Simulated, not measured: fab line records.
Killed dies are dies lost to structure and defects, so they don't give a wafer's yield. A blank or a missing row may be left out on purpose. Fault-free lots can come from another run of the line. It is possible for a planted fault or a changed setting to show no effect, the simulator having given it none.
Chamber matching ; flow rit_cmos ; RIT_M1_STRIP_13 on wet_bench-02 has 3 sister chambers
The step strips in nmp, time 600 s. 3 wafers are shown with their chamber, then 8 later ones without.

## WAFERS WITH THEIR CHAMBER
wafer;chamber;bath_heat_duty_pct (%)
L306.5;0;19.1
L309.6;1;15.9
L310.1;2;17.5

## WAFERS MISSING THEIR CHAMBER
wafer;bath_heat_duty_pct (%)
L310.2;18.5
L310.6;17.0
L312.1;16.1
L312.2;16.2
L312.4;16.6
L316.2;16.9
L316.4;18.0
L316.6;18.5

## EACH ONE'S CHAMBER
wafer;from the rows above;in truth
L310.2;can't be placed: 0 or 2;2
L310.6;can't be placed: 2 or 1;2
L312.1;1;1
L312.2;can't be placed: 1 or 2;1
L312.4;can't be placed: 1 or 2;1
L316.2;can't be placed: 2 or 1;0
L316.4;can't be placed: 2 or 0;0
L316.6;can't be placed: 0 or 2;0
Correctly placed: 1 of 8. From these rows, 7 cannot be placed; in 6 the true chamber is one of the candidates. 0 placed wrongly.
How it was worked out, from the rows above alone: a wafer's distance from a chamber is the root of the sum, over the readings, of the square of ((its reading less the chamber's mean) divided by the reading's scatter). The wafer belongs to the nearest chamber; if the next one is less than 2 further off, it can't be placed. A chamber's mean is the mean of its shown wafers. The scatter: root of mean squared gap, hidden wafer to nearest shown wafer, with one shown wafer a chamber.
